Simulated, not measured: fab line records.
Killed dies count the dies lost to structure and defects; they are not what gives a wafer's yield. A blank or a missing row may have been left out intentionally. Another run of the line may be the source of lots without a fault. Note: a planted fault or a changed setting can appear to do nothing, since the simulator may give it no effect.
fab line records	flow rit_cmos
record: lots: 6	wafers: 18	last_day: 7
route steps=202 shown NWELL@35 PWELL@39 WELLDRIVE@50 NRETRO@53 M1@202
lots untouched by any fault: they come from a run of this same line in which no faults occurred
start_h: start of the lot's first displayed wafer, in hours after the record's first day	wait_h: hours from the lot's prior step to this one	" as in the row above	L1.1+2: a single row standing in for several wafers	- value missing, or start not given	* or withheld: withheld	< > ~ a bound
route shown NAME@n: names a module that has steps shown in the file, with the first one's number in the route	usual: average and standard deviation across the fault-free wafers	same: alike in all rows	chamber/n: place in a boat	sites: per-site readings	_std_site: the values' standard deviation	_edge_site: the outer-site mean with the inner-site mean subtracted	radius_mm: how far each site lies from the wafer's centre	mask NAME#n: copy n	behind: the last tool/chamber to shape the wafer	hold: why the lot went on hold/how many hours it stayed there/how the hold came to an end	device: which transistor (n, p or np) failed to switch	end of line: the same wafers' tests at the end of the route	where a step has no rows: the recipe by itself	killed: not the wafer's yield, but the dies lost to structure and defects at the first sort	map: a wafer's dies, x killed, . not, _ none there
set.NAME: the setting that was run; set.NAME@STEP: the one run at that earlier step	model.NAME: the simulator's own value behind a step, which no gauge read
lots seen at some steps along the route; tables by step, rows by wafer
services: the hour from which a tool's chamber was out of use, counted from the record's first day as start_h (under 0 if before that day), plus the number of hours and why
== steps ==
step: RIT_NWELL_HARDBAKE_07
recipe: resist: NOVOLAK	temp_c: 140	time_s: 120
step: RIT_NWELL_IMPLANT_08
recipe: species: P	energy_kev: 170	dose_cm2: 4.898e+13	tilt_deg: 7
step: RIT_NWELL_STRIP_09
recipe: chemistry: O2	time_s: 180	resist: NOVOLAK	platen_temp_c: withheld	power_w: 500	pressure_mtorr: 4000	o2_flow_sccm: 4000
usual: drypump_motor_current_A: 5.9/0.41
lot.wafer	tool	chamber	start_h	wait_h	drypump_motor_current_A	rf_hours_counter_h
L172.4	plasma_asher-04	1	44.01	0.1	5.5	-
L172.5	"	0	"	"	6.2	-
L172.6	"	1	"	"	5.5	-
L175.1	plasma_asher-01	0	59.79	0.1	5.5	42
L175.2	"	1	"	"	6.5	42
L175.4	"	0	"	"	5.4	-
L182.2	plasma_asher-04	0	96.45	0.1	6.2	28
L182.3	"	0	"	"	6.2	-
L182.4	"	1	"	"	5.5	-
L183.2	plasma_asher-01	1	97.57	0.1	6.5	47
L183.3	"	0	"	"	5.4	-
L183.6	"	1	"	"	6.5	-
L184.2	plasma_asher-01	1	105.94	0.1	6.5	49
L184.4	"	0	"	"	5.4	-
L184.6	"	0	"	"	5.5	-
L187.2	plasma_asher-04	1	118.94	0.1	5.5	33
L187.4	"	0	"	"	6.2	-
L187.6	"	0	"	"	6.2	-
step: RIT_NWELL_TW_MEAS_10
usual: NWELL_TW: 2113/22
lot.wafer	tool	chamber	start_h	wait_h	NWELL_TW
L172.4	film_metro-01	-	44.16	0.1	2139
L172.5	"	-	"	"	2139
L172.6	"	-	"	"	2133
L175.1	film_metro-03	-	59.96	0.1	2093
L175.2	"	-	"	"	2100
L175.4	"	-	"	"	2097
L182.2	film_metro-03	-	96.63	0.1	2099
L182.3	"	-	"	"	2106
L182.4	"	-	"	"	2099
L183.2	film_metro-01	-	97.76	0.1	2122
L183.3	"	-	"	"	2130
L183.6	"	-	"	"	2123
L184.2	film_metro-03	-	106.12	0.1	2092
L184.4	"	-	"	"	2097
L184.6	"	-	"	"	2100
L187.2	film_metro-01	-	119.12	0.1	2126
L187.4	"	-	"	"	2130
L187.6	"	-	"	"	2123
step: RIT_PWELL_HMDS_00
recipe: prime_time_s: 60	prime_temp_c: 140
step: RIT_PWELL_COAT_01
recipe: resist: NOVOLAK	spin_rpm: 2000	resist_thk_nm: 1300
step: RIT_PWELL_SOFTBAKE_02
recipe: resist: NOVOLAK	temp_c: 90	time_s: 60
step: RIT_PWELL_EXPOSE_03
recipe: mask_id: M3	na: 0.57	target_cd_nm: 43700	dose_mj: 250
step: RIT_PWELL_PEB_04
recipe: resist: NOVOLAK	temp_c: withheld	time_s: withheld
step: RIT_PWELL_DEVELOP_05
recipe: resist: NOVOLAK	develop_time_s: 68	dev_temp_c: 23
step: RIT_PWELL_OVL_MEAS_06
usual: PWELL_OVL: -1.3/1.4
lot.wafer	tool	chamber	start_h	wait_h	PWELL_OVL[nm]
L172.4	overlay-02	-	45.21	-	-3.0
L172.5	"	-	"	"	-1.0
L172.6	"	-	"	"	-3.2
L175.1	overlay-02	-	60.90	-	-1.6
L175.2	"	-	"	"	-1.3
L175.4	"	-	"	"	0.8
L182.2	overlay-01	-	97.92	-	-1.2
L182.3	"	-	"	"	0.7
L182.4	"	-	"	"	-1.2
L183.2	overlay-01	-	98.72	-	1.1
L183.3	"	-	"	"	-0.5
L183.6	"	-	"	"	-0.6
L184.2	overlay-02	-	107.18	-	-1.1
L184.4	"	-	"	"	-2.6
L184.6	"	-	"	"	-2.1
L187.2	overlay-02	-	120.06	-	0.3
L187.4	"	-	"	"	-1.0
L187.6	"	-	"	"	-1.9
step: RIT_PWELL_HARDBAKE_07
recipe: resist: NOVOLAK	temp_c: 140	time_s: 120
step: RIT_PWELL_IMPLANT_08
recipe: species: B	energy_kev: 170	dose_cm2: 7e+13	tilt_deg: 7
usual: beam_energy_keV: 170.00/0.052
lot.wafer	tool	chamber	start_h	wait_h	beam_energy_keV	model.implant.rp_nm	model.implant.drp_nm
L172.4	implanter-04	0	45.56	0.2	169.99	485.4	102.9
L172.5	"	0	"	"	169.87	485.4	102.9
L172.6	"	0	"	"	170.00	485.4	102.9
L175.1	implanter-02	0	61.19	0.2	170.01	485.8	102.9
L175.2	"	0	"	"	169.97	485.8	102.9
L175.4	"	0	"	"	169.94	485.8	102.9
L182.2	implanter-03	0	98.22	0.2	170.10	478	102.9
L182.3	"	0	"	"	170.07	478	102.9
L182.4	"	0	"	"	170.06	478	102.9
L183.2	implanter-02	0	99.02	0.2	144.74	436.1	96.66
L183.3	"	0	"	"	144.78	436.1	96.66
L183.6	"	0	"	"	144.69	436.1	96.66
L184.2	implanter-02	0	107.68	0.2	144.72	419.8	96.66
L184.4	"	0	"	"	144.74	419.8	96.66
L184.6	"	0	"	"	144.76	419.8	96.66
L187.2	implanter-04	0	120.36	0.2	170.03	484	102.9
L187.4	"	0	"	"	169.99	484	102.9
L187.6	"	0	"	"	169.98	484	102.9
step: RIT_PWELL_STRIP_09
recipe: chemistry: O2	time_s: 180	resist: NOVOLAK	platen_temp_c: withheld	power_w: 500	pressure_mtorr: 4000	o2_flow_sccm: 4000
usual: drypump_motor_current_A: 5.79/0.28
lot.wafer	tool	chamber	start_h	wait_h	drypump_motor_current_A	rf_hours_counter_h
L172.4	plasma_asher-04	1	45.70	0.1	5.47	-
L172.5	"	0	"	"	6.19	-
L172.6	"	1	"	"	5.47	-
L175.1	plasma_asher-03	0	61.34	0.1	5.87	43
L175.2	"	1	"	"	5.68	43
L175.4	"	0	"	"	5.86	-
L182.2	plasma_asher-04	0	98.35	0.1	6.17	29
L182.3	"	0	"	"	6.18	-
L182.4	"	1	"	"	5.49	-
L183.2	plasma_asher-04	1	99.15	0.1	5.50	29
L183.3	"	1	"	"	5.49	-
L183.6	"	0	"	"	6.17	-
L184.2	plasma_asher-03	1	107.80	0.1	5.62	47
L184.4	"	0	"	"	5.87	-
L184.6	"	1	"	"	5.64	-
L187.2	plasma_asher-03	1	120.49	0.1	5.66	49
L187.4	"	0	"	"	5.82	-
L187.6	"	0	"	"	5.84	-
step: RIT_PWELL_TW_MEAS_10
usual: PWELL_TW: 945/9.8
lot.wafer	tool	chamber	start_h	wait_h	PWELL_TW
L172.4	film_metro-01	-	45.84	0.1	954
L172.5	"	-	"	"	956
L172.6	"	-	"	"	956
L175.1	film_metro-04	-	61.51	0.1	958
L175.2	"	-	"	"	959
L175.4	"	-	"	"	958
L182.2	film_metro-03	-	98.53	0.1	939
L182.3	"	-	"	"	943
L182.4	"	-	"	"	938
L183.2	film_metro-01	-	99.33	0.1	938
L183.3	"	-	"	"	937
L183.6	"	-	"	"	938
L184.2	film_metro-01	-	107.99	0.1	938
L184.4	"	-	"	"	941
L184.6	"	-	"	"	946
L187.2	film_metro-01	-	120.67	0.1	946
L187.4	"	-	"	"	950
L187.6	"	-	"	"	952
step: RIT_WELLDRIVE_ANNEAL_00
recipe: temp_c: 1100	time_s: 14700	ambient: N2
step: RIT_WELLDRIVE_RS_MEAS_01
recipe: thk_meas_gauge: four-point-probe
usual: NWELL_RS: 278.8/0.79
lot.wafer	tool	chamber	start_h	wait_h	NWELL_RS[ohm/sq]
L172.4	film_metro-03	-	51.02	0.1	278.0
L172.5	"	-	"	"	279.1
L172.6	"	-	"	"	279.0
L175.1	film_metro-01	-	66.67	0.0	278.8
L175.2	"	-	"	"	279.0
L175.4	"	-	"	"	279.4
L182.2	film_metro-04	-	108.08	0.0	279.0
L182.3	"	-	"	"	278.9
L182.4	"	-	"	"	279.3
L183.2	film_metro-03	-	108.08	0.0	278.6
L183.3	"	-	"	"	277.3
L183.6	"	-	"	"	277.5
L184.2	film_metro-03	-	113.16	0.0	279.4
L184.4	"	-	"	"	279.6
L184.6	"	-	"	"	280.1
L187.2	film_metro-03	-	127.02	0.0	279.4
L187.4	"	-	"	"	278.2
L187.6	"	-	"	"	278.2
step: RIT_WELLDRIVE_RS_MEAS_02
recipe: thk_meas_gauge: four-point-probe
usual: PWELL_RS: 429.1/1.3
lot.wafer	tool	chamber	start_h	wait_h	PWELL_RS[ohm/sq]
L172.4	film_metro-03	-	51.14	0.1	427.5
L172.5	"	-	"	"	429.0
L172.6	"	-	"	"	428.3
L175.1	film_metro-01	-	66.79	0.1	428.3
L175.2	"	-	"	"	429.4
L175.4	"	-	"	"	429.1
L182.2	film_metro-04	-	108.20	0.1	429.8
L182.3	"	-	"	"	429.6
L182.4	"	-	"	"	428.2
L183.2	film_metro-03	-	108.20	0.1	436.4
L183.3	"	-	"	"	438.3
L183.6	"	-	"	"	437.1
L184.2	film_metro-03	-	113.28	0.1	436.6
L184.4	"	-	"	"	436.8
L184.6	"	-	"	"	436.8
L187.2	film_metro-03	-	127.14	0.1	430.9
L187.4	"	-	"	"	430.6
L187.6	"	-	"	"	429.5
step: RIT_NRETRO_HMDS_00
recipe: prime_time_s: 60	prime_temp_c: 140
step: RIT_M1_PROBE_99
usual: killed_at_contacts: 0.0/0.2	killed_at_front_end: 6.8/2.9	killed_dies: 6.8/2.9	killed_on_rim: 1.9/1.4	killed_open: 3.3/1.9	killed_short: 3.5/2
same: gross_dies: 264	killed_at_M0_to_M3: 0	killed_at_M4_up: 0	killed_at_back_side: 0	killed_at_other: 0
lot.wafer	tool	chamber	start_h	wait_h	killed_at_contacts	killed_at_front_end	killed_dies	killed_on_rim	killed_open	killed_short	model.etest.pwell.rs_ohm_sq	model.etest.pwell_pinched.rs_ohm_sq	model.etest.nmos_0p3.drive_ua_um	model.etest.diode_nplus_pwell.bv_v	model.etest.diode_nplus_comb.cj_ff_um2	model.etest.diode_nplus_pwell.cj_ff_um2	model.etest.cap_n_gate.c_min_ff_um2	model.etest.nmos_0p3.vt_sat_v
L172.4	prober-01	-	87.95	0.2	0	5	5	1	2	3	412.6	463.8	229.3	6.006	2.618	2.051	2.407	0.5388
L172.5	prober-01	-	88.00	0.2	0	9	9	2	4	5	410.1	456.2	230.8	6.026	2.587	2.044	2.394	0.5346
L172.6	prober-01	-	88.05	0.2	0	6	6	2	3	3	412.9	459.8	230.1	5.982	2.629	2.045	2.412	0.5313
L175.1	prober-02	-	103.10	0.1	0	3	3	2	2	1	414.8	466.2	233.9	5.976	2.633	2.045	2.419	0.5356
L175.2	prober-02	-	103.15	0.1	0	4	4	2	3	1	414.4	459	233.8	6.005	2.611	2.038	2.401	0.5309
L175.4	prober-02	-	103.25	0.2	0	3	3	1	0	3	415.1	452.7	232.1	6.021	2.591	2.037	2.388	0.5415
L182.2	prober-01	-	143.81	0.1	0	7	7	0	3	4	416	462.5	239.7	6.054	2.621	2.041	2.385	0.5279
L182.3	prober-01	-	143.86	0.2	0	4	4	4	3	0	415.4	471.1	233.3	6.065	2.635	2.046	2.377	0.5373
L182.4	prober-01	-	143.91	0.2	1	4	5	1	2	3	417.8	466.1	230.7	6.037	2.659	2.039	2.374	0.5402
L183.2	prober-02	-	145.57	0.1	0	4	4	1	1	3	424.1	469.3	227.1	6.016	2.648	2.072	2.419	0.5449
L183.3	prober-02	-	145.62	0.2	0	4	4	0	1	3	423.8	467.4	229.2	5.975	2.634	2.061	2.43	0.5496
L183.6	prober-02	-	145.77	0.2	0	10	10	2	8	2	424.9	470.4	227.3	6.013	2.647	2.06	2.439	0.5507
L184.2	prober-01	-	147.07	0.1	0	4	4	2	0	4	435.5	472	226.4	5.894	2.654	2.082	2.435	0.5549
L184.4	prober-01	-	147.17	0.2	0	5	5	1	3	2	437.8	471.3	221.4	5.912	2.654	2.079	2.416	0.5674
L184.6	prober-01	-	147.27	0.2	0	9	9	3	5	4	430.6	464.7	227	5.872	2.671	2.085	2.423	0.5587
L187.2	prober-02	-	158.89	0.1	0	6	6	2	2	4	417.2	460.1	232.4	6.118	2.595	2.032	2.387	0.5404
L187.4	prober-02	-	158.99	0.2	0	4	4	2	2	2	417.8	459.2	230.3	6.105	2.54	1.995	2.394	0.5359
L187.6	prober-02	-	159.09	0.2	0	6	6	2	3	3	418.4	459.1	231.7	6.094	2.556	1.999	2.383	0.5352
killed by level:class
L172.4 GATE:geometric_particle:open=2 FOX1:geometric_particle:short=1 REOX:geometric_particle:short=1 SILICIDE:geometric_particle:short=1
L172.5 GATE:geometric_particle:short=3 FOX1:geometric_particle:short=1 FOX1:geometric_particle:open=1 REOX:geometric_particle:open=1 REOX:geometric_particle:short=1 SPACER:geometric_particle:open=1 SILICIDE:geometric_particle:open=1
L172.6 FOX2:geometric_particle:short=2 GATE:geometric_particle:open=2 SILICIDE:geometric_particle:open=1 SILICIDE:geometric_particle:short=1
L175.1 GATE:geometric_particle:open=1 GATE:geometric_particle:short=1 SPACER:geometric_particle:open=1
L175.2 GATE:geometric_particle:open=2 FOX1:geometric_particle:short=1 SPACER:geometric_particle:open=1
L175.4 GATE:geometric_particle:short=1 REOX:geometric_particle:short=1 SPACER:geometric_particle:short=1
L182.2 FOX1:geometric_particle:short=2 FOX1:geometric_particle:open=1 GATE:geometric_particle:open=1 REOX:geometric_particle:open=1 SPACER:geometric_particle:short=1 SILICIDE:geometric_particle:short=1
L182.3 GATE:geometric_particle:open=2 SPACER:geometric_particle:open=1 NWELL:coat_microbubble_printed=1
L182.4 FOX1:geometric_particle:short=2 FOX1:geometric_particle:open=1 REOX:geometric_particle:short=1 CONTACT:geometric_particle:open=1
L183.2 GATE:geometric_particle:short=2 FOX2:geometric_particle:open=1 SPACER:geometric_particle:short=1
L183.3 FOX1:geometric_particle:short=1 GATE:geometric_particle:open=1 GATE:geometric_particle:short=1 SILICIDE:geometric_particle:short=1
L183.6 GATE:geometric_particle:open=5 SPACER:geometric_particle:short=2 SPACER:geometric_particle:open=2 SILICIDE:geometric_particle:open=1
L184.2 FOX2:geometric_particle:short=1 GATE:geometric_particle:short=1 SPACER:geometric_particle:short=1 SILICIDE:geometric_particle:short=1
L184.4 FOX1:geometric_particle:short=1 FOX1:geometric_particle:open=1 GATE:geometric_particle:open=1 SPACER:geometric_particle:short=1 SILICIDE:geometric_particle:open=1
L184.6 SPACER:geometric_particle:open=2 FOX1:geometric_particle:open=1 FOX2:geometric_particle:short=1 REOX:geometric_particle:open=1 SPACER:geometric_particle:short=1 SILICIDE:geometric_particle:open=1 SILICIDE:geometric_particle:short=1 STARTING-WAFER:geometric_particle:short=1
L187.2 GATE:geometric_particle:short=3 GATE:geometric_particle:open=2 SILICIDE:geometric_particle:short=1
L187.4 GATE:geometric_particle:short=1 SPACER:geometric_particle:short=1 SPACER:geometric_particle:open=1 SILICIDE:geometric_particle:open=1
L187.6 FOX1:geometric_particle:short=1 FOX1:geometric_particle:open=1 SPACER:geometric_particle:short=1 SPACER:geometric_particle:open=1 SILICIDE:geometric_particle:open=1 SILICIDE:geometric_particle:short=1
== services ==
tool	chamber	start_h	hours	kind
implanter-02	-	20.82	11.3	pm
plasma_asher-04	-	22.17	2.4	repair
implanter-03	-	55.08	1.5	repair
implanter-02	-	86.02	6.0	pm
plasma_asher-03	-	91.42	15.0	pm
implanter-04	-	92.01	0.7	repair
plasma_asher-01	-	106.39	14.1	pm
plasma_asher-01	-	120.52	9.0	pm
plasma_asher-01	0	120.52	9.0	vent_cycle
plasma_asher-01	1	120.52	9.0	vent_cycle
== key ==
first_sign: step: RIT_PWELL_IMPLANT_08	reading: beam_energy_keV	direction: down	sigmas: 99+	usual: 170.00	struck: 144.74
effect: step: RIT_WELLDRIVE_RS_MEAS_02	reading: PWELL_RS	direction: up	sigmas: 6.1	usual: 429.1	struck: 437.0
model_effect: step: RIT_PWELL_IMPLANT_08	value: implant.rp_nm	without: 484.4	struck: 427.9
model_effect: step: RIT_M1_PROBE_99	value: etest.pwell.rs_ohm_sq	without: 412.6	struck: 429.4
met_at RIT_PWELL_IMPLANT_08
struck_wafers L183.2,L183.3,L183.6,L184.2,L184.4,L184.6
tester_left_out L183,L184
onset_between 61.19 99.02
earlier_fault: kind: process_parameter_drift	tool: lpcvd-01	chamber: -	onset_h: 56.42	steps: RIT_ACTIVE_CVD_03	channel: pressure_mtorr	offset: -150	shape: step	end_h: 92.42	acts_in: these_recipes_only	stated: 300
fault: kind: process_parameter_drift	tool: implanter-02	chamber: -	onset_h: 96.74	steps: RIT_PWELL_IMPLANT_08	channel: energy_kev	offset: -25.252	shape: step	end_h: 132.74	acts_in: these_recipes_only	stated: 170
tester_left_out: of these lots the tester's yield and bins aren't shown, on N5 and GAA mostly nor the transistor test; their killed dies are dies lost to structure and defects alone, not to doping, threshold or leakage, so they don't give the yield
